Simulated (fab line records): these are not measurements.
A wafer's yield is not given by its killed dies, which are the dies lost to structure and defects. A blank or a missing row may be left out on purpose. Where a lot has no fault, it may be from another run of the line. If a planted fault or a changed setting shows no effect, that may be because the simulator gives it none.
A lot that was struck, set against a sound lot -- flow rit_cmos -- 43 out of 202 route steps
Sound: these wafers, L750.2, L750.3, L750.5. The struck wafers were L757.1, L757.4, L757.6. The cause comes at the end.
At each step with rows: each side's tool, then ch and its chambers, then its first start. Under that, the readings that differ: sound wafers -- struck wafers -- difference of the means -- sigmas: that difference in standard deviations of wafers without a fault.
alike: readings with means less than 2 such deviations apart, plus words and numbers identical on both sides. not compared: withheld readings, readings lacking a value on some wafer, bounds such as >300 that could conceal the same value, and numbers that have no deviation in the record and whose values overlap.
A row with sigmas, a row that says differs or no value, or rows on one side alone: a step with any of these is where the two part. Numbers that don't overlap but have no deviation are shown without sigmas and don't part them. A reading that every wafer of one side lacks parts them only if that side has two wafers or more.

first, 6 steps without rows for these wafers: RIT_PLDD_HMDS_00 (prime time 60 s); RIT_PLDD_COAT_01 (resist thk 1000 nm); RIT_PLDD_SOFTBAKE_02 (time 58.98 s); RIT_PLDD_EXPOSE_03 (exposes mask M8, target cd 40900 nm); RIT_PLDD_PEB_04; RIT_PLDD_DEVELOP_05 (develop time 50 s).
RIT_PLDD_OVL_MEAS_06:
  sound on overlay-02, day 2 20:23; struck on overlay-01, day 4 06:29
  alike: PLDD_OVL
then, 2 steps without rows for these wafers: RIT_PLDD_HARDBAKE_07 (time 60 s); RIT_PLDD_IMPLANT_08.
RIT_PLDD_STRIP_09: strips in O2, time 180 s.
  sound on plasma_asher-01 ch 0,1, day 2 20:43; struck on plasma_asher-04 ch 1, day 4 06:49
  alike: drypump_motor_current_A, rf_refl_power_W
  not compared: rf_hours_counter_h
RIT_PLDD_TW_MEAS_10:
  sound on film_metro-04, day 2 20:54; struck on film_metro-02, day 4 07:00
  alike: PLDD_TW
then, 1 step without rows for these wafers: RIT_SPACER_CLEAN_00 (cleans in SC1, time 614.6 s).
RIT_SPACER_CLEAN_01: cleans in dHF, time 30 s.
  sound on wet_bench-02 ch 2, day 2 21:08; struck on wet_bench-01 ch 1, day 4 07:14
then, 2 steps without rows for these wafers: RIT_SPACER_CLEAN_02 (cleans in SC2, time 600 s); RIT_SPACER_CVD_03 (deposits Si3N4 from SiH2Cl2/NH3, target thk 250 nm, time 3300 s).
RIT_SPACER_THK_MEAS_04:
  sound on film_metro-01, day 2 23:53; struck on film_metro-03, day 4 10:22
  alike: SPACER_NITRIDE_THK
RIT_SPACER_ETCHBACK_05: etches Si3N4 in SF6/CHF3, stops on SiO2, target depth 250 nm, time 240 s.
  sound on rie_diel-04 ch 0,3, day 2 23:56; struck on rie_diel-04 ch 0,1,2, day 4 10:25
  alike: drypump_motor_current_A, oes_product_au, throttle_valve_pct
  not compared: rf_hours_counter_h
then, 6 steps without rows for these wafers: RIT_NSD_HMDS_00 (prime time 60 s); RIT_NSD_COAT_01 (resist thk 1000 nm); RIT_NSD_SOFTBAKE_02 (time 60 s); RIT_NSD_EXPOSE_03 (exposes mask M9, target cd 40700 nm); RIT_NSD_PEB_04; RIT_NSD_DEVELOP_05 (develop time 50 s).
RIT_NSD_OVL_MEAS_06:
  sound on overlay-01, day 3 01:04; struck on overlay-01, day 4 11:32
  alike: NSD_OVL
then, 2 steps without rows for these wafers: RIT_NSD_HARDBAKE_07 (time 60 s); RIT_NSD_IMPLANT_08.
RIT_NSD_STRIP_09: strips in O2, time 180 s.
  sound on plasma_asher-01 ch 0,1, day 3 01:24; struck on plasma_asher-02 ch 0,1, day 4 11:53
reading,sound,struck,difference,sigmas
drypump_motor_current_A (A),5.1 5.7 5.1,6.1 6.1 6.0,+0.8,+2
  alike: rf_refl_power_W
  not compared: rf_hours_counter_h
RIT_NSD_TW_MEAS_10:
  sound on film_metro-04, day 3 01:35; struck on film_metro-04, day 4 12:03
  alike: NSD_TW
then, 6 steps without rows for these wafers: RIT_PSD_HMDS_00 (prime time 60 s); RIT_PSD_COAT_01 (resist thk 1005 nm); RIT_PSD_SOFTBAKE_02 (time 60 s); RIT_PSD_EXPOSE_03 (exposes mask M10, target cd 40900 nm); RIT_PSD_PEB_04; RIT_PSD_DEVELOP_05 (develop time 50 s).
RIT_PSD_OVL_MEAS_06:
  sound on overlay-02, day 3 02:35; struck on overlay-02, day 4 12:58
  alike: PSD_OVL
then, 2 steps without rows for these wafers: RIT_PSD_HARDBAKE_07 (time 60 s); RIT_PSD_IMPLANT_08.
RIT_PSD_STRIP_09: strips in O2, time 180 s.
  sound on plasma_asher-02 ch 0,1, day 3 02:55; struck on plasma_asher-02 ch 0,1, day 4 13:18
  alike: drypump_motor_current_A, rf_refl_power_W
  not compared: rf_hours_counter_h
RIT_PSD_TW_MEAS_10:
  sound on film_metro-02, day 3 03:07; struck on film_metro-02, day 4 13:28
  alike: PSD_TW
then, 3 steps without rows for these wafers: RIT_SDANNEAL_CLEAN_00 (cleans in SC1, time 600 s); RIT_SDANNEAL_CLEAN_01 (cleans in dHF, time 30 s); RIT_SDANNEAL_CLEAN_02 (cleans in SC2, time 600 s).
RIT_M1_PROBE_99:
  sound on prober-02, day 3 11:06; struck on prober-01, day 5 09:28
reading,sound,struck,difference,sigmas
killed_at_front_end,5 6 15,31 32 33,+23,+8
killed_dies,5 6 15,31 32 33,+23,+8
killed_on_rim,1 2 4,11 10 10,+8,+6
  alike: killed_at_M0_to_M3, killed_open, killed_short

WHERE THEY PART
Last at RIT_M1_PROBE_99 as far as this record goes, first at RIT_NSD_STRIP_09.

WHY: what the simulator had put in
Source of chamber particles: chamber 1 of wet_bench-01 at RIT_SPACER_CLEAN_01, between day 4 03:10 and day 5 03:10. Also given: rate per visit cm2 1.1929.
